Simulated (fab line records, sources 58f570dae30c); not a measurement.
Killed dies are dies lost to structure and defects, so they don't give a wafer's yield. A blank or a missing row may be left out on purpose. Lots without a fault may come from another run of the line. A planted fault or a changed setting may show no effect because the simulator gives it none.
Split-lot experiment | flow berkeley_cmos170 | 5 lots, 27 wafers read, on a route of 331 steps

THE SPLIT
At UCB170_PWELL_OXIDATION_02 (target thk 26.4 nm, ox time 1260 s), the setting ox_time_s was moved away from the recipe's 1260 s on 18 of the 27 wafers read, by -35.0% to +22.0%. The other wafers ran this setting at the recipe's value.

The file shows no step between the split and the reading.

THE READING
PWELL_OXIDE_THK, in nm, at UCB170_PWELL_THK_MEAS_03. Fault-free wafers of this fab line usually give 26.8 nm, standard deviation 0.6 nm.

wafer  | tool, chamber at the split | ox_time_s as run, s | against the recipe | PWELL_OXIDE_THK, nm | against lot-mates on the recipe
L074.1 | -, -                       | 819.5               | -35.0%             | 21.3                | no lot-mate on the recipe
L074.2 | -, -                       | 819.5               | -35.0%             | 21.5                | no lot-mate on the recipe
L074.3 | -, -                       | 819.5               | -35.0%             | 21.4                | no lot-mate on the recipe
L074.4 | -, -                       | 819.5               | -35.0%             | 21.2                | no lot-mate on the recipe
L074.5 | -, -                       | 819.5               | -35.0%             | 21.6                | no lot-mate on the recipe
L074.6 | -, -                       | 819.5               | -35.0%             | 21.5                | no lot-mate on the recipe
L075.1 | furnace-02, 0              | 1260                | recipe             | 27.4                | -
L075.2 | furnace-02, 0              | 1260                | recipe             | 27.1                | -
L075.6 | furnace-02, 0              | 1260                | recipe             | 26.8                | -
L076.1 | -, -                       | 1450                | +15.1%             | 29.8                | no lot-mate on the recipe
L076.2 | -, -                       | 1450                | +15.1%             | 29.1                | no lot-mate on the recipe
L076.3 | -, -                       | 1450                | +15.1%             | 29.8                | no lot-mate on the recipe
L076.4 | -, -                       | 1450                | +15.1%             | 29.1                | no lot-mate on the recipe
L076.5 | -, -                       | 1450                | +15.1%             | 29.4                | no lot-mate on the recipe
L076.6 | -, -                       | 1450                | +15.1%             | 29.4                | no lot-mate on the recipe
L083.1 | -, -                       | 1537                | +22.0%             | 28.7                | no lot-mate on the recipe
L083.2 | -, -                       | 1537                | +22.0%             | 29.3                | no lot-mate on the recipe
L083.3 | -, -                       | 1537                | +22.0%             | 29.3                | no lot-mate on the recipe
L083.4 | -, -                       | 1537                | +22.0%             | 28.6                | no lot-mate on the recipe
L083.5 | -, -                       | 1537                | +22.0%             | 29.0                | no lot-mate on the recipe
L083.6 | -, -                       | 1537                | +22.0%             | 28.3                | no lot-mate on the recipe
L085.1 | -, -                       | 1260                | recipe             | 26.5                | -
L085.2 | -, -                       | 1260                | recipe             | 26.8                | -
L085.3 | -, -                       | 1260                | recipe             | 26.2                | -
L085.4 | -, -                       | 1260                | recipe             | 26.4                | -
L085.5 | -, -                       | 1260                | recipe             | 26.2                | -
L085.6 | -, -                       | 1260                | recipe             | 26.4                | -

THE FIT
A straight line over all 27 wafers: PWELL_OXIDE_THK changes by +0.142 nm for each +1% of ox_time_s; r = +0.98; the points scatter about the line by 0.64 nm.
Too few moved wafers have a lot-mate on the recipe to fit a line with each lot's own level taken away.

THE WHOLE CHAIN: every reading that the file lists as answering this split, in the file's order
step                      | what it does                       | reading                                                                            | change (the file's fit)               | r (the file's)
UCB170_PWELL_OXIDATION_02 | target thk 26.4 nm, ox time 1260 s | SiO2_of_PWELL_OXIDATION_02.thk_nm (the simulator's own value, which no gauge read) | +0.141 nm for each +1% of the setting | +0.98
UCB170_PWELL_THK_MEAS_03  |                                    | PWELL_OXIDE_THK                                                                    | +0.142 for each +1% of the setting    | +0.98

THE FILE'S OWN FIT
PWELL_OXIDE_THK changes by +0.142 nm for each +1% of ox_time_s, r = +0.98.
